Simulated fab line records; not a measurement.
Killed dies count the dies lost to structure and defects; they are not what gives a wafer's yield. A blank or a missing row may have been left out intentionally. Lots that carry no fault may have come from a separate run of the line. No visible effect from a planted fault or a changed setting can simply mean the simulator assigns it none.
Check for tools in common -- flow rit_cmos -- Sampled: 14 lots, 42 wafers

REASON IT WAS OPENED
At RIT_SDANNEAL_RS_MEAS_04 the reading PSD_RS is flagged on 2 of 14 lots. Wafers without a fault read 115.9 ohm/sq, standard deviation 0.31.
Rule: a lot gets a flag if all its wafers with a number sit over 4 standard deviations from that mean, or if no wafer of it has a number. The other lots count as sound.

lot,measured,on,"PSD_RS (ohm/sq), wafer by wafer",flag
L632,day 3 12:19,film_metro-03,115.6 115.9 115.7,
L633,day 3 14:39,film_metro-01,116.0 115.8 116.2,
L634,day 3 16:46,film_metro-01,116.0 116.3 116.0,
L635,day 3 21:04,film_metro-03,116.1 115.9 116.1,
L638,day 4 10:46,film_metro-04,116.3 115.8 116.4,
L637,day 4 10:48,film_metro-01,116.0 115.7 116.0,
L636,day 4 10:53,film_metro-03,115.1 115.4 115.4,
L640,day 4 20:35,film_metro-03,115.6 116.0 115.9,
L643,day 5 10:41,film_metro-03,115.8 116.4 116.2,
L644,day 5 15:58,film_metro-04,116.0 116.0 115.4,
L650,day 7 04:58,film_metro-04,119.3 118.9 118.9,FLAGGED
L651,day 7 12:06,film_metro-01,119.2 119.4 119.3,FLAGGED
L654,day 8 07:41,film_metro-04,115.3 115.6 115.9,
L655,day 8 09:32,film_metro-04,115.7 115.9 116.0,
Average over the flagged lots: 119.2 ohm/sq; offset from the usual +3.3 ohm/sq, equal to +11 standard deviations.

WHICH TOOL EACH LOT WENT THROUGH
The record holds 1 process step before the reading, out of a route of 202 steps. Cell contents, in order: the tool; ch with the chambers the sampled wafers went through; the start.
lot,flag,RIT_PSD_IMPLANT_08
L632,,"implanter-02 ch 0, day 3 11:30"
L633,,"implanter-02 ch 0, day 3 13:40"
L634,,"implanter-03 ch 0, day 3 15:46"
L635,,"implanter-03 ch 0, day 3 20:14"
L638,,"implanter-03 ch 0, day 4 09:56"
L637,,"implanter-02 ch 0, day 4 09:39"
L636,,"implanter-01 ch 0, day 4 10:04"
L640,,"implanter-03 ch 0, day 4 19:46"
L643,,"implanter-03 ch 0, day 5 09:46"
L644,,"implanter-03 ch 0, day 5 15:09"
L650,FLAGGED,"implanter-03 ch 0, day 7 04:10"
L651,FLAGGED,"implanter-03 ch 0, day 7 11:06"
L654,,"implanter-02 ch 0, day 8 06:53"
L655,,"implanter-02 ch 0, day 8 08:43"
These steps, and what they do:
- RIT_PSD_IMPLANT_08
- RIT_SDANNEAL_RS_MEAS_04: measures by four-point-probe.

FLAGGED AGAINST TOTAL, ONE TOOL AT A TIME (gauges that did the reading follow at the end)
step,tool,lots run,flagged,share of the flagged lots,sound lots run after its first flagged lot
RIT_PSD_IMPLANT_08,implanter-01,1,0,none,-
RIT_PSD_IMPLANT_08,implanter-02,5,0,none,-
RIT_PSD_IMPLANT_08,implanter-03,8,2,all,0
RIT_SDANNEAL_RS_MEAS_04,film_metro-01,4,1,some,0
RIT_SDANNEAL_RS_MEAS_04,film_metro-03,5,0,none,-
RIT_SDANNEAL_RS_MEAS_04,film_metro-04,5,1,some,"2 (L654,L655)"

WHAT IS ALLOWED BY THE TABLE
All flagged lots share 1 row of the table, namely implanter-03 at RIT_PSD_IMPLANT_08.
- implanter-03 at RIT_PSD_IMPLANT_08 ran 8 lots, 2 of them flagged. A fault beginning between L644 (day 5 15:09), its last sound lot, and L650 (day 7 04:10), its first flagged one, fits the data. Its own readings lie more than 4 standard deviations out on every wafer of the flagged lots: beam_on_s, faraday_current_uA.
Left over: one tool, implanter-03 at RIT_PSD_IMPLANT_08.

WHAT THE SIMULATOR PUT IN
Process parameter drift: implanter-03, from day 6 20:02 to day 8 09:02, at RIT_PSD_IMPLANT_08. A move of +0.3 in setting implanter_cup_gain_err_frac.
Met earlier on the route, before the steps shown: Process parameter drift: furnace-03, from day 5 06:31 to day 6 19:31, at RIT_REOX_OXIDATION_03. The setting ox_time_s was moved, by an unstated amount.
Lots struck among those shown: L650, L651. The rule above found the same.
